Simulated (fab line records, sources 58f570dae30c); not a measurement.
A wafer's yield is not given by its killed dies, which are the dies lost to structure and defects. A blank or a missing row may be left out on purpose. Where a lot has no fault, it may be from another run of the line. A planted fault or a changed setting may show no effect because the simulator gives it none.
Which tool was responsible? ; flow berkeley-cmos170 ; 7 lots, 21 wafers sampled, at 2 steps of a route of 331

WHAT THE GAUGES SHOWED, per wafer
UCB170_PWELL_THK_MEAS_03.
lot;measured;on;PWELL_OXIDE_THK (nm)
L264;day 3 07:55;film-metro-03;26.8 27.0 27.3
L266;day 3 14:55;film-metro-02;26.5 26.5 27.1
L269;day 4 05:55;film-metro-02;26.1 26.5 26.3
L271;day 5 04:33;film-metro-01;39.1 38.9 38.8
L274;day 5 12:40;film-metro-01;26.5 27.2 26.7
L283;day 7 12:48;film-metro-02;26.4 26.3 26.4
L285;day 7 23:08;film-metro-01;26.5 26.5 27.0

WHICH TOOL RAN EACH LOT (tool, then ch and the chambers of the sampled wafers, then the start)
lot;UCB170_PWELL_OXIDATION_02
L264;furnace-01 ch 0, day 3 06:34
L266;furnace-04 ch 0, day 3 13:34
L269;furnace-04 ch 0, day 4 04:34
L271;furnace-02 ch 0, day 5 00:07
L274;furnace-02 ch 0, day 5 11:19
L283;furnace-02 ch 0, day 7 11:27
L285;furnace-01 ch 0, day 7 21:47
- UCB170_PWELL_OXIDATION_02: target thk 26.4 nm, ox time 1260 s.

THE ANSWER, worked out from the rows above alone
Rule: the usual values come from the lots themselves. The widest of any qualifying gaps counts: lots, ordered by their means at a reading, are off when they make up no more than a third of the lots, leave a main group of 4 or more, and stand apart from it by 3 or more times the standard deviation of that group's means. The tables above print the reading to a certain number of digits; a main group whose means all agree to those digits is not used. A lot without any number at a reading at which 4 lots or more have one is off too. The other lots that the step has rows for count as sound.
Off: at UCB170_PWELL_THK_MEAS_03 (PWELL_OXIDE_THK), L271. For the main group the mean is 26.6 nm and the standard deviation 0.25.
A tool fits if, at a process step before that reading, it ran every lot that is off, and no sound lot after the first of them. Those tools and the gauges at UCB170_PWELL_THK_MEAS_03 are tried in the same way. Not one of the candidates tried fits.

WHAT THE SIMULATOR PUT IN
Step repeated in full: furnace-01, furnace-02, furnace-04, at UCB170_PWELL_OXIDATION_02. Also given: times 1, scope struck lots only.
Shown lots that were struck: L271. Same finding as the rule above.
